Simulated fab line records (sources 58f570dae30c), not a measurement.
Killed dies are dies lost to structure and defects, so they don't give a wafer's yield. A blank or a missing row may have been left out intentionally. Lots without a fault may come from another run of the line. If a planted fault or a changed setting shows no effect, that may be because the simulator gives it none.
fab line records	flow berkeley-cmos170
record: lots: 6	wafers: 18	last-day: 7
route steps=331 shown NWELL@27 PWELL@34
lots that met no fault: from a run of the same line without faults
start-h: hours from the record's first day to the start of the lot's first wafer shown	wait-h: time in hours since the lot's previous step	" unchanged from the row above	L1.1+2: several wafers, shown together as one row	- no value, or no start was given	* or withheld: withheld	< > ~ a bound
route shown NAME@n: names a module that has steps shown in the file, with the first one's number in the route	usual: mean/standard deviation taken from wafers without a fault	same: alike in all rows	chamber/n: place in a boat	sites: readings site by site	_std_site: standard deviation of those values	_edge_site: the outer-site mean with the inner-site mean subtracted	radius-mm: for every site, how far away it sits from the centre of the wafer	mask NAME#n: copy n	behind: the tool/chamber that last shaped the wafer	hold: cause of the lot's hold/its duration in hours/its outcome	device: the transistor (n, p or np) that didn't switch	end of line: tests of these same wafers at the route's end	a step given without rows: its recipe and nothing more	killed: not the wafer's yield, but the dies lost to structure and defects at the first sort	map: per-die view of a wafer (x killed, . not killed, _ where there is no die)
set.NAME: the setting that was run; set.NAME@STEP: the one run at that earlier step	model.NAME: the simulator's own value behind a step, which no gauge read
lots at some steps of the route; a table a step, a row a wafer
services: when a tool's chamber went out of use (start-h, in hours from the record's first day, below 0 if earlier), for how many hours, and the reason
== steps ==
step: UCB170_NWELL_ETCH_13
recipe: chemistry: CH3F/Ar/O2	target: Si3N4	stop-on: SiO2	CH3F_flow_sccm: 20	Ar_flow_sccm: 50	O2_flow_sccm: 7	pressure-mtorr: 50	rf-w: 450	target-depth-a: 2464	over-etch-frac: 0.1	time-s: 154
usual: drypump-motor-current-A: 5.9/0.47	oes-product-au: 0.943/0.014	throttle-valve-pct: 8.02/0.15
lot.wafer	tool	chamber	start-h	wait-h	drypump-motor-current-A	oes-product-au	rf-hours-counter-h	throttle-valve-pct
L540.1	rie-diel-04	1	30.49	0.0	6.4	0.953	64	7.86
L540.2	"	3	"	"	5.5	0.934	48	8.15
L540.4	"	2	"	"	6.2	0.963	100	7.90
L543.2	rie-diel-01	1	42.28	0.0	5.1	0.956	13	8.22
L543.3	"	2	"	"	5.7	0.977	1	8.13
L543.5	"	0	"	"	6.4	0.960	-	8.24
L544.2	rie-diel-01	0	48.89	0.0	6.4	0.936	111	8.25
L544.4	"	2	"	"	5.7	0.965	-	8.12
L544.5	"	3	"	"	5.2	0.928	-	7.79
L545.3	rie-diel-04	2	49.95	0.0	6.2	0.948	100	7.89
L545.4	"	0	"	"	6.0	0.939	33	8.05
L545.5	"	0	"	"	6.0	0.942	-	8.05
L559.1	rie-diel-04	3	126.45	0.0	5.6	0.928	52	8.16
L559.3	"	1	"	"	6.3	0.938	68	7.87
L559.5	"	3	"	"	5.6	0.929	-	8.15
L560.3	rie-diel-02	3	130.92	0.0	5.6	0.924	123	7.94
L560.5	"	0	"	"	6.6	0.942	-	7.92
L560.6	"	1	"	"	6.6	0.936	-	7.89
step: UCB170_NWELL_IMPLANT_14
recipe: species: P	dose-cm2: 1e+13	energy-kev: 150	tilt-deg: 7
step: UCB170_NWELL_STRIP_15
recipe: chemistry: O2	power-w: 400	pressure-mtorr: 3500	platen-temp-c: withheld	o2-flow-sccm: 400	overash-fraction: 0.5
usual: drypump-motor-current-A: 5.6/0.66	oes-product-au: 0.721/0.0052	strip-time-to-endpoint-s: 18.07/0.11
lot.wafer	tool	chamber	start-h	wait-h	drypump-motor-current-A	oes-product-au	rf-hours-counter-h	strip-time-to-endpoint-s
L540.1	plasma-asher-02	1	30.75	0.1	6.5	0.719	32	17.98
L540.2	"	0	"	"	5.2	0.710	32	18.15
L540.4	"	0	"	"	5.2	0.714	-	18.08
L543.2	plasma-asher-02	0	42.53	0.1	5.3	0.721	33	18.06
L543.3	"	0	"	"	5.3	0.723	-	17.99
L543.5	"	1	"	"	6.5	0.712	-	18.21
L544.2	plasma-asher-04	0	49.14	0.1	5.0	0.721	33	18.06
L544.4	"	0	"	"	5.0	0.724	-	17.85
L544.5	"	1	"	"	6.3	0.724	-	18.04
L545.3	plasma-asher-02	1	50.23	0.1	6.5	0.723	-	18.09
L545.4	"	0	"	"	5.3	0.723	-	18.22
L545.5	"	0	"	"	5.3	0.732	-	18.18
L559.1	plasma-asher-02	0	126.70	0.1	5.3	0.718	43	18.21
L559.3	"	1	"	"	6.5	0.725	-	18.12
L559.5	"	0	"	"	5.3	0.720	-	18.18
L560.3	plasma-asher-04	0	131.20	0.1	5.0	0.717	-	18.05
L560.5	"	1	"	"	6.3	0.719	-	18.05
L560.6	"	0	"	"	5.0	0.717	-	17.97
step: UCB170_NWELL_TW_MEAS_16
usual: NWELL_TW: 1244/8.9
lot.wafer	tool	chamber	start-h	wait-h	NWELL_TW
L540.1	film-metro-01	-	30.85	0.1	1243
L540.2	"	-	"	"	1243
L540.4	"	-	"	"	1241
L543.2	film-metro-01	-	42.64	0.1	1238
L543.3	"	-	"	"	1250
L543.5	"	-	"	"	1245
L544.2	film-metro-03	-	49.25	0.1	1258
L544.4	"	-	"	"	1258
L544.5	"	-	"	"	1251
L545.3	film-metro-03	-	50.32	0.1	1251
L545.4	"	-	"	"	1252
L545.5	"	-	"	"	1250
L559.1	film-metro-02	-	126.80	0.1	1241
L559.3	"	-	"	"	1246
L559.5	"	-	"	"	1246
L560.3	film-metro-01	-	131.29	0.1	1231
L560.5	"	-	"	"	1232
L560.6	"	-	"	"	1234
step: UCB170_NWELL_CLEAN_17
recipe: chemistry: SPM	temp-c: 120	time-s: 600
step: UCB170_NWELL_WET_ETCH_18
recipe: chemistry: H3PO4	target: Si3N4	temp-c: 160	time-s: 14400
step: UCB170_NWELL_WET_ETCH_19
recipe: chemistry: BOE	dilution: 5:1	target: SiO2	temp-c: 25	time-s: 22
step: UCB170_PWELL_CLEAN_00
recipe: chemistry: SPM	temp-c: 120	time-s: 600
step: UCB170_PWELL_CLEAN_01
recipe: chemistry: dHF	dilution: 25:1	time-s: 60
step: UCB170_PWELL_OXIDATION_02
recipe: temp-c: 1000	ambient: O2	target-thk-a: 264	ox-time-s: 1260
step: UCB170_PWELL_THK_MEAS_03
recipe: reads: SiO2_of_PWELL_OXIDATION_02
usual: PWELL_OXIDE_THK: 26.5/0.52
lot.wafer	tool	chamber	start-h	wait-h	PWELL_OXIDE_THK[nm]
L540.1	film-metro-03	-	39.54	0.0	26.3
L540.2	"	-	"	"	26.2
L540.4	"	-	"	"	26.5
L543.2	film-metro-01	-	50.05	0.0	25.7
L543.3	"	-	"	"	26.0
L543.5	"	-	"	"	25.9
L544.2	film-metro-04	-	58.38	0.0	26.4
L544.4	"	-	"	"	26.4
L544.5	"	-	"	"	26.6
L545.3	film-metro-01	-	58.39	0.0	26.7
L545.4	"	-	"	"	27.0
L545.5	"	-	"	"	26.7
L559.1	film-metro-03	-	135.52	0.0	26.1
L559.3	"	-	"	"	26.1
L559.5	"	-	"	"	26.0
L560.3	film-metro-01	-	143.14	0.0	27.0
L560.5	"	-	"	"	26.8
L560.6	"	-	"	"	26.7
step: UCB170_PWELL_ANNEAL_04
recipe: temp-c: 1000	time-s: 900	ambient: N2
step: UCB170_PWELL_CVD_05
recipe: material: Si3N4	target-thk-nm: 220	temp-c: 800	precursor: SiH2Cl2/NH3	time-s: 3300	pressure-mtorr: 200	sih2cl2-flow-sccm: 25	nh3-flow-sccm: 75
usual: nh3-flow-sccm: 75.00/0.23
lot.wafer	tool	chamber	start-h	wait-h	nh3-flow-sccm	model.Si3N4_of_PWELL_CVD_05.thk-nm
L540.1	lpcvd-02	0	40.85	0.0	74.94	219.3
L540.2	"	0	"	"	75.73	218.8
L540.4	"	0	"	"	75.18	218.8
L543.2	lpcvd-01	1	53.96	0.0	75.06	218.6
L543.3	"	1	"	"	75.24	218.4
L543.5	"	1	"	"	75.32	219
L544.2	lpcvd-02	1	60.95	0.0	75.26	222.8
L544.4	"	1	"	"	75.03	221.7
L544.5	"	1	"	"	74.75	224
L545.3	lpcvd-02	1	60.95	0.0	75.31	219.6
L545.4	"	1	"	"	75.15	217.3
L545.5	"	1	"	"	75.01	217.1
L559.1	lpcvd-01	0	139.08	0.0	75.07	287.2
L559.3	"	0	"	"	74.92	285.7
L559.5	"	0	"	"	75.19	288.1
L560.3	lpcvd-01	0	149.08	0.0	74.84	291.8
L560.5	"	0	"	"	75.01	289.1
L560.6	"	0	"	"	74.90	287.7
step: UCB170_PWELL_THK_MEAS_06
recipe: reads: Si3N4_of_PWELL_CVD_05
usual: PWELL_NITRIDE_THK: 220.3/2.2
lot.wafer	tool	chamber	start-h	wait-h	PWELL_NITRIDE_THK[nm]
L540.1	film-metro-04	-	42.77	0.0	219.6
L540.2	"	-	"	"	218.8
L540.4	"	-	"	"	219.0
L543.2	film-metro-01	-	56.84	0.0	218.7
L543.3	"	-	"	"	218.4
L543.5	"	-	"	"	219.1
L544.2	film-metro-03	-	62.88	0.0	222.8
L544.4	"	-	"	"	221.8
L544.5	"	-	"	"	223.9
L545.3	film-metro-04	-	62.89	0.0	219.4
L545.4	"	-	"	"	217.3
L545.5	"	-	"	"	217.0
L559.1	film-metro-04	-	141.00	0.0	287.3
L559.3	"	-	"	"	286.0
L559.5	"	-	"	"	288.3
L560.3	film-metro-04	-	151.02	0.0	291.7
L560.5	"	-	"	"	289.1
L560.6	"	-	"	"	287.9
step: UCB170_PWELL_HMDS_07
recipe: prime-time-s: 60	prime-temp-c: 100
step: UCB170_PWELL_COAT_08
recipe: resist: KrF	spin-rpm: 1500	resist-thk-nm: 900
step: UCB170_PWELL_SOFTBAKE_09
recipe: resist: KrF	temp-c: 130	time-s: 60
step: UCB170_PWELL_EXPOSE_10
recipe: mask-id: PWELL	target-cd-nm: 3000	na: 0.5	sigma-outer: 0.6	source-shape: conventional	dose-mj: 19
step: UCB170_PWELL_PEB_11
recipe: peb-temp-c: 130	peb-time-s: withheld	resist: KrF
step: UCB170_PWELL_DEVELOP_12
recipe: developer: TMAH	develop-time-s: 45	resist: KrF	dev-temp-c: 21
step: UCB170_PWELL_OVL_MEAS_13
usual: PWELL_OVL: -2/4.4
lot.wafer	tool	chamber	start-h	wait-h	PWELL_OVL[nm]
L540.1	overlay-01	-	44.25	-	1
L540.2	"	-	"	"	-3
L540.4	"	-	"	"	2
L543.2	overlay-01	-	57.74	-	-1
L543.3	"	-	"	"	-6
L543.5	"	-	"	"	-3
L544.2	overlay-02	-	65.12	-	0
L544.4	"	-	"	"	-2
L544.5	"	-	"	"	0
L545.3	overlay-01	-	65.13	-	-2
L545.4	"	-	"	"	2
L545.5	"	-	"	"	-4
L559.1	overlay-01	-	142.73	-	-3
L559.3	"	-	"	"	1
L559.5	"	-	"	"	-6
L560.3	overlay-01	-	152.06	-	-10
L560.5	"	-	"	"	-8
L560.6	"	-	"	"	-9
step: UCB170_PWELL_ETCH_14
recipe: chemistry: CH3F/Ar/O2	target: Si3N4	stop-on: SiO2	CH3F_flow_sccm: 20	Ar_flow_sccm: 50	O2_flow_sccm: 7	pressure-mtorr: 50	rf-w: 450	target-depth-a: 2420	over-etch-frac: 0.1	time-s: 151
usual: drypump-motor-current-A: 5.6/0.57	oes-product-au: 0.937/0.016	throttle-valve-pct: 7.99/0.14
lot.wafer	tool	chamber	start-h	wait-h	drypump-motor-current-A	oes-product-au	rf-hours-counter-h	throttle-valve-pct	model.etch.depth-nm
L540.1	rie-diel-01	0	44.29	0.0	6.5	0.935	111	8.25	219.3
L540.2	"	1	"	"	5.1	0.958	13	8.22	218.8
L540.4	"	3	"	"	5.2	0.932	88	7.80	218.8
L543.2	rie-diel-02	1	57.77	0.0	6.6	0.941	6	7.89	218.6
L543.3	"	2	"	"	5.3	0.916	46	8.12	218.4
L543.5	"	0	"	"	6.5	0.939	-	7.92	219
L544.2	rie-diel-02	1	65.15	0.0	6.6	0.936	6	7.87	222.8
L544.4	"	3	"	"	5.7	0.925	120	7.93	221.7
L544.5	"	0	"	"	6.5	0.954	-	7.92	224
L545.3	rie-diel-03	0	65.16	0.0	5.3	0.929	136	7.89	219.6
L545.4	"	1	"	"	5.2	0.933	86	7.95	217.3
L545.5	"	3	"	"	5.1	0.918	-	7.93	217.1
L559.1	rie-diel-02	1	142.77	0.0	6.6	1.006	10	7.89	245.4
L559.3	"	3	"	"	5.7	0.971	123	7.93	241.2
L559.5	"	0	"	"	6.6	1.009	-	7.92	243.9
L560.3	rie-diel-03	2	152.08	0.0	6.2	1.013	19	7.92	249.7
L560.5	"	3	"	"	5.0	1.013	-	7.96	252.6
L560.6	"	2	"	"	6.2	1.007	-	7.90	249.1
step: UCB170_PWELL_IMPLANT_15
recipe: species: B	dose-cm2: 5e+12	energy-kev: 60	tilt-deg: 7
== services ==
tool	chamber	start-h	hours	kind
plasma-asher-04	-	11.34	4.8	repair
rie-diel-01	3	36.12	6.3	repair
rie-diel-01	1	44.71	10.5	repair
rie-diel-04	2	67.00	2.4	repair
plasma-asher-02	-	68.30	4.3	repair
rie-diel-04	-	72.50	2.8	pm
rie-diel-03	-	77.46	0.2	repair
rie-diel-01	1	85.75	4.3	repair
rie-diel-01	-	87.42	1.4	repair
rie-diel-03	2	88.86	8.4	repair
rie-diel-01	1	101.96	1.8	repair
rie-diel-02	-	109.35	15.6	pm
lpcvd-02	-	121.66	1.7	repair
rie-diel-04	-	127.01	4.9	repair
== key ==
first-sign: step: UCB170_PWELL_THK_MEAS_06	reading: PWELL_NITRIDE_THK	direction: up	sigmas: 32	usual: 220.3	struck: 288.4
effect: step: UCB170_PWELL_ETCH_14	reading: oes-product-au	direction: up	sigmas: 4	usual: 0.937	struck: 1.003
model-effect: step: UCB170_PWELL_CVD_05	value: Si3N4_of_PWELL_CVD_05.thk-nm	without: 221.5	struck: 288.3
model-effect: step: UCB170_PWELL_ETCH_14	value: etch.depth-nm	without: 221.5	struck: 247
met-at UCB170_PWELL_CVD_05
struck-wafers L559.1,L559.3,L559.5,L560.3,L560.5,L560.6
later-rows-left-out L559.1,L559.3,L559.5,L560.3,L560.5,L560.6
sort-left-out L559.1,L559.3,L559.5,L560.3,L560.5,L560.6
tester-left-out L559,L560
onset-between 53.96 139.08
also-fits time
fault: kind: process-parameter-drift	tool: lpcvd-01	chamber: -	onset-h: 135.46	steps: UCB170_PWELL_CVD_05	channel: target-thk-nm	offset: 66.729	shape: step	end-h: 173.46	acts-in: these-recipes-only	stated: 220
tester-left-out: of these lots the tester's yield and bins aren't shown, on N5 and GAA mostly nor the transistor test; their killed dies are dies lost to structure and defects alone, not to doping, threshold or leakage, so they don't give the yield
sort-left-out: the simulated sort isn't trusted on such a fault, so these wafers' sort isn't shown, and their yield isn't known
later-rows-left-out: the simulator's readings of these wafers behind a module that went badly wrong aren't trusted and aren't shown, but for the sort
